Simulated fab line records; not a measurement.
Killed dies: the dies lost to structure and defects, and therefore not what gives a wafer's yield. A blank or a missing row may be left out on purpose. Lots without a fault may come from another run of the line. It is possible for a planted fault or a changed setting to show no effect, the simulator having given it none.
A struck lot beside a sound one ; flow berkeley-cmos170 ; 15 steps out of a route of 331
Sound: the wafers L780.1, L780.3, L780.5. The struck wafers were L782.1, L782.3, L782.5. The cause is given at the end.
Order at every step that has rows: each side's tool, ch and its chambers, its first start. Under that, the readings that differ: sound wafers ; struck wafers ; difference of the means ; sigmas: that difference in standard deviations of wafers without a fault.
alike: a reading whose means differ by less than 2 such deviations, as well as words and numbers matching on both sides. not compared: withheld readings; readings where some wafer has no value; bounds like >300 that might hide an equal value; numbers whose values overlap and for which the record gives no deviation.
The two part at a step that has a row with sigmas, a row that says differs or no value, or rows on one side only. When numbers do not overlap yet have no deviation, they are printed without sigmas and do not part them. Lack of a reading on every wafer of one side parts them only where that side has two or more wafers.

first, 3 steps without rows for these wafers: UCB170_M1_EXPOSE_06 (exposes mask METAL1, target cd 700 nm); UCB170_M1_PEB_07; UCB170_M1_DEVELOP_08 (develop time 45 s).
UCB170_M1_CD_MEAS_09 targets a cd of 700 nm.
  sound on cd-sem-02, day 7 03:47; struck on cd-sem-02, day 7 14:27
  alike: cd-nm
UCB170_M1_OVL_MEAS_10:
  sound on overlay-01, day 7 03:54; struck on overlay-02, day 7 14:34
  alike: M1_OVL
UCB170_M1_ETCH_11: etches BARC in N2/H2.
  sound on rie-diel-01 ch 2,3, day 7 03:56; struck on rie-diel-01 ch 0,1, day 7 14:37
  alike: drypump-motor-current-A, h2-flow-sccm, oes-product-au, throttle-valve-pct
UCB170_M1_METAL_ETCH_12: etches Al in Cl2/BCl3, stops on PSG, target depth 780 nm, time 130 s.
  sound on rie-metal-01 ch 0,1, day 7 03:58; struck on rie-metal-02 ch 0, day 7 14:39
  alike: drypump-motor-current-A, oes-product-au, throttle-valve-pct
  not compared: rf-hours-counter-h
UCB170_M1_STRIP_13: strips in O2.
  sound on plasma-asher-01 ch 0,1, day 7 04:07; struck on plasma-asher-03 ch 0,1, day 7 14:50
  alike: drypump-motor-current-A, oes-product-au
  not compared: rf-hours-counter-h
UCB170_M1_CD_MEAS_90 targets a cd of 700 nm.
  sound on cd-sem-01, day 7 04:13; struck on cd-sem-02, day 7 14:56
reading;sound;struck;difference;sigmas
cd-nm (nm);695.6 699.1 696.0;702.7 705.0 703.8;+6.9;+2
then, 1 step without rows for these wafers: UCB170_M1_ANNEAL_14 (time 1200 s).
UCB170_V1_CVD_00: deposits SiO2 from TEOS/O2, target thk 2000 nm, time 250 s.
  sound on pecvd-01 ch 0,1, day 7 06:56; struck on pecvd-02 ch 0,1,2, day 7 18:29
  alike: heater-power-w
  not compared: since-wet-clean-h
UCB170_V1_THK_MEAS_01:
  sound on film-metro-01, day 7 07:05; struck on film-metro-04, day 7 18:38
  alike: V1_TEOS_THK
UCB170_V1_CMP_02: polishes SiO2.
  sound on cmp-01 ch 0,1,2, day 7 07:12; struck on cmp-01 ch 0,1,2, day 7 18:42
  no value came back on the struck wafers for edge-zone-pressure-frac, head-pressure-psi (psi), motor-current-A (A); on the sound wafers edge-zone-pressure-frac reads 1.002 0.994 1.005
reading;sound;struck;difference;sigmas
model.SiO2_of_V1_CVD_00.thk-nm (nm);1001 1001 1001;1989 1976 1995;+986;
UCB170_V1_BOW_MEAS_03:
  sound on film-metro-01, day 7 07:27; struck on film-metro-04, day 7 19:17
reading;sound;struck;difference;sigmas
V1_BOW (um);17 24 16;- - -;no value on the struck wafers;
  not compared: hold
then, 1 step without rows for these wafers: UCB170_M3_PROBE_99.

WHERE THEY PART
First at UCB170_M1_CD_MEAS_90; last, within this record, at UCB170_V1_BOW_MEAS_03.

WHY: whatever the simulator had introduced
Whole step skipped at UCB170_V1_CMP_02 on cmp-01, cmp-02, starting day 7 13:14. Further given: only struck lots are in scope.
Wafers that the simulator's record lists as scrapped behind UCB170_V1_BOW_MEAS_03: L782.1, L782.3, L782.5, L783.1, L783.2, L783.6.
